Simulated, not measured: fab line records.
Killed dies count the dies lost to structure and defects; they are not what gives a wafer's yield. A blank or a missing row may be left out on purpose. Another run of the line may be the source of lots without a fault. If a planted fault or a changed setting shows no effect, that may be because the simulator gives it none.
One fault through the eyes of 2 desks | flow rit-cmos | each desk has only its own numbers; what lay behind them comes last

## METROLOGY DESK
Means of the sampled wafers that have a number, per lot and without regard to the tool the lot ran on: this is what the gauges read. Any lot whose mean is over 4 standard deviations away from the usual mean is out of limits and marked OUT; that distance is given in the brackets.
Columns: A = GATE_OXIDE_THK at RIT_GATE_THK_MEAS_07, usual 3.00 nm; B = GATE_POLY_THK at RIT_GATE_THK_MEAS_09, usual 249.3 nm; C = cd-nm at RIT_GATE_CD_MEAS_16, usual 150.0 nm; D = GATE_OVL at RIT_GATE_OVL_MEAS_17, usual -0.9 nm
lot  | first seen here | A    | B     | C     | D
L881 | day 2 18:19     | 3.01 | 251.3 | 151.2 | -0.7
L882 | day 3 00:07     | 2.93 | 250.7 | 149.7 | 0.4
L888 | day 4 07:42     | 3.06 | 249.9 | 151.4 | -0.5
L890 | day 4 15:04     | 3.01 | 248.7 | 146.4 | -1.5
L892 | day 5 02:27     | 2.96 | 246.9 | 150.0 | 0.5
L901 | day 6 19:53     | 3.02 | 248.3 | 152.1 | -2.4
L903 | day 7 06:35     | 2.97 | 252.7 | 150.3 | -0.6
Finding of this desk: none of the 7 lots has anything out of limits.

## AT THE TOOL OWNER'S DESK: rie-si-02
The tool's own readings at RIT_GATE_ETCH_19 (etches poly-Si in SF6/CHF3/O2, stops on SiO2, time 172.7 s, target depth 312.5 nm): means of the sampled wafers that have a number, for each lot that ran on this tool. Any lot whose mean is over 4 standard deviations away from the usual mean is out of limits and marked OUT; that distance is given in the brackets.
Columns: A = drypump-motor-current-A at RIT_GATE_ETCH_19, usual 5.8 A; B = oes-product-au at RIT_GATE_ETCH_19, usual 0.845 a.u.; C = throttle-valve-pct at RIT_GATE_ETCH_19, usual 10.22 %
lot  | first seen here | A   | B                | C
L882 | day 3 03:01     | 5.8 | 0.849            | 10.16
L888 | day 4 11:29     | 6.0 | 0.953 (+9.8) OUT | 10.26
L890 | day 4 19:49     | 5.9 | 0.951 (+9.7) OUT | 10.27
L892 | day 5 05:35     | 6.2 | 0.943 (+8.9) OUT | 10.32
Finding of this desk: L888, L890, L892 out of limits; the first was L888 at day 4 11:29, on oes-product-au at RIT_GATE_ETCH_19. L882: within limits.

## ALL TOGETHER
The tool owner's desk had the chance to raise an alarm at day 4 11:29 on L888, L890, L892.
At the metrology desk, nothing out of limits was observed.
The metrology desk holds a record of L888, L890, L892, inside its limits.
On rie-si-02, each named lot ran RIT_GATE_ETCH_19.

## WHAT WAS PUT IN BY THE SIMULATOR
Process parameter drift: rie-si-02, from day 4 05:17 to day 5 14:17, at RIT_GATE_ETCH_19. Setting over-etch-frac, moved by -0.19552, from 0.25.
Shown lots that were struck: L888, L890, L892.
Time in hours from fault onset to the first out-of-limits reading at each desk: the tool owner's desk, 6.
